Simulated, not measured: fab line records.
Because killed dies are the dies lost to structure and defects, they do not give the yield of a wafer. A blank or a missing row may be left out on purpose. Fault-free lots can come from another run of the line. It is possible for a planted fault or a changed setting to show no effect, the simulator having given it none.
Split-lot experiment / flow berkeley-cmos170 / route with 331 steps; 5 lots, 23 wafers read

== THE SPLIT ==
At UCB170_NLDD_EXPOSE_03 (exposes mask NSELECT, target cd 1200 nm), the setting dose-mj was moved away from the recipe's 30 on 5 of the 23 wafers read, by -5.0% to +7.3%. For the rest of the wafers, this setting stayed at what the recipe calls for.

== FROM THE SPLIT TO THE READING: what the file shows between them, 2 steps ==
- UCB170_NLDD_PEB_04
- UCB170_NLDD_DEVELOP_05: develop time 45 s

== THE READING ==
At UCB170_NLDD_CD_MEAS_06: cd-nm in nanometres, against a target cd of 1200 nm. Typical for fault-free wafers on this fab line: 1199.6 nm, with standard deviation 1.1 nm.

wafer=L074.1; tool, chamber at the split=krf-scanner-01, 0; dose-mj as run=30; against the recipe=recipe; cd-nm, nm=1201.4; against lot-mates on the recipe=-
wafer=L074.2; tool, chamber at the split=krf-scanner-01, 0; dose-mj as run=28.51; against the recipe=-5.0%; cd-nm, nm=1191.5; against lot-mates on the recipe=-9.9
wafer=L074.3; tool, chamber at the split=krf-scanner-01, 0; dose-mj as run=30; against the recipe=recipe; cd-nm, nm=1201.1; against lot-mates on the recipe=-
wafer=L074.4; tool, chamber at the split=krf-scanner-01, 0; dose-mj as run=28.51; against the recipe=-5.0%; cd-nm, nm=1192.8; against lot-mates on the recipe=-8.6
wafer=L074.6; tool, chamber at the split=krf-scanner-01, 0; dose-mj as run=30; against the recipe=recipe; cd-nm, nm=1201.7; against lot-mates on the recipe=-
wafer=L077.1; tool, chamber at the split=krf-scanner-02, 0; dose-mj as run=30; against the recipe=recipe; cd-nm, nm=1198.0; against lot-mates on the recipe=-
wafer=L077.2; tool, chamber at the split=krf-scanner-02, 0; dose-mj as run=30; against the recipe=recipe; cd-nm, nm=1199.6; against lot-mates on the recipe=-
wafer=L077.3; tool, chamber at the split=krf-scanner-02, 0; dose-mj as run=30; against the recipe=recipe; cd-nm, nm=1199.0; against lot-mates on the recipe=-
wafer=L077.4; tool, chamber at the split=krf-scanner-02, 0; dose-mj as run=30; against the recipe=recipe; cd-nm, nm=1198.3; against lot-mates on the recipe=-
wafer=L077.6; tool, chamber at the split=krf-scanner-02, 0; dose-mj as run=30; against the recipe=recipe; cd-nm, nm=1199.1; against lot-mates on the recipe=-
wafer=L082.1; tool, chamber at the split=krf-scanner-01, 0; dose-mj as run=30; against the recipe=recipe; cd-nm, nm=1198.4; against lot-mates on the recipe=-
wafer=L082.2; tool, chamber at the split=krf-scanner-01, 0; dose-mj as run=30; against the recipe=recipe; cd-nm, nm=1198.8; against lot-mates on the recipe=-
wafer=L082.3; tool, chamber at the split=krf-scanner-01, 0; dose-mj as run=30; against the recipe=recipe; cd-nm, nm=1200.1; against lot-mates on the recipe=-
wafer=L082.4; tool, chamber at the split=krf-scanner-01, 0; dose-mj as run=30; against the recipe=recipe; cd-nm, nm=1198.7; against lot-mates on the recipe=-
wafer=L082.5; tool, chamber at the split=krf-scanner-01, 0; dose-mj as run=30; against the recipe=recipe; cd-nm, nm=1199.4; against lot-mates on the recipe=-
wafer=L083.1; tool, chamber at the split=krf-scanner-02, 0; dose-mj as run=32.18; against the recipe=+7.3%; cd-nm, nm=1211.4; against lot-mates on the recipe=+12.2
wafer=L083.2; tool, chamber at the split=krf-scanner-02, 0; dose-mj as run=30; against the recipe=recipe; cd-nm, nm=1198.6; against lot-mates on the recipe=-
wafer=L083.3; tool, chamber at the split=krf-scanner-02, 0; dose-mj as run=32.18; against the recipe=+7.3%; cd-nm, nm=1213.0; against lot-mates on the recipe=+13.8
wafer=L083.4; tool, chamber at the split=krf-scanner-02, 0; dose-mj as run=32.18; against the recipe=+7.3%; cd-nm, nm=1213.1; against lot-mates on the recipe=+13.9
wafer=L083.6; tool, chamber at the split=krf-scanner-02, 0; dose-mj as run=30; against the recipe=recipe; cd-nm, nm=1199.7; against lot-mates on the recipe=-
wafer=L085.1; tool, chamber at the split=krf-scanner-01, 0; dose-mj as run=30; against the recipe=recipe; cd-nm, nm=1198.5; against lot-mates on the recipe=-
wafer=L085.3; tool, chamber at the split=krf-scanner-01, 0; dose-mj as run=30; against the recipe=recipe; cd-nm, nm=1199.1; against lot-mates on the recipe=-
wafer=L085.5; tool, chamber at the split=krf-scanner-01, 0; dose-mj as run=30; against the recipe=recipe; cd-nm, nm=1198.6; against lot-mates on the recipe=-

THE FIT
A straight line over all 23 wafers: cd-nm changes by +1.71 nm for each +1% of dose-mj; r = +0.98; the points scatter about the line by 1.1 nm.
The same after taking each lot's own level away (the mean of its wafers on the recipe; 23 wafers): +1.84 nm for each +1%; r = +0.99; scatter 0.58 nm.
The reading moves by 13 nm for the largest change in dose-mj, on that fit.
The span of the lots' own levels, 1198.73 to 1201.40 nm, comes to 2.4 times the standard deviation stated above.
The two slopes are in agreement: the lot-to-lot level therefore moves the slope only a little.
Check: +13.8 nm against its lot-mates is what the line predicts for one of the wafers moved furthest among these (+7.3%) when that wafer is left out of the fit. It came out at +12.2 nm against them.

== OTHER SPLITS APPLIED TO THESE WAFERS ==
Before the reading, these wafers also passed through other splits. Each is held against what the fit with the lots' levels taken away leaves over:
other split on the same wafers=UCB170_START_OXIDATION_02 ox-time-s; wafers away from the commonest value=18; r with cd-nm (lot level and that fit taken away)=+0.01
other split on the same wafers=UCB170_SACOX_OXIDATION_01 temp-c; wafers away from the commonest value=18; r with cd-nm (lot level and that fit taken away)=+0.01
other split on the same wafers=UCB170_NVT_IMPLANT_07 energy-kev; wafers away from the commonest value=7; r with cd-nm (lot level and that fit taken away)=+0.12
other split on the same wafers=UCB170_GATE_CVD_04 temp-c; wafers away from the commonest value=5; r with cd-nm (lot level and that fit taken away)=-0.01
other split on the same wafers=UCB170_GATE_ETCH_14 bias-w; wafers away from the commonest value=8; r with cd-nm (lot level and that fit taken away)=-0.18

== FILE'S OWN FIT ==
cd-nm changes by +1.85 nm for each +1% of dose-mj, r = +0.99.
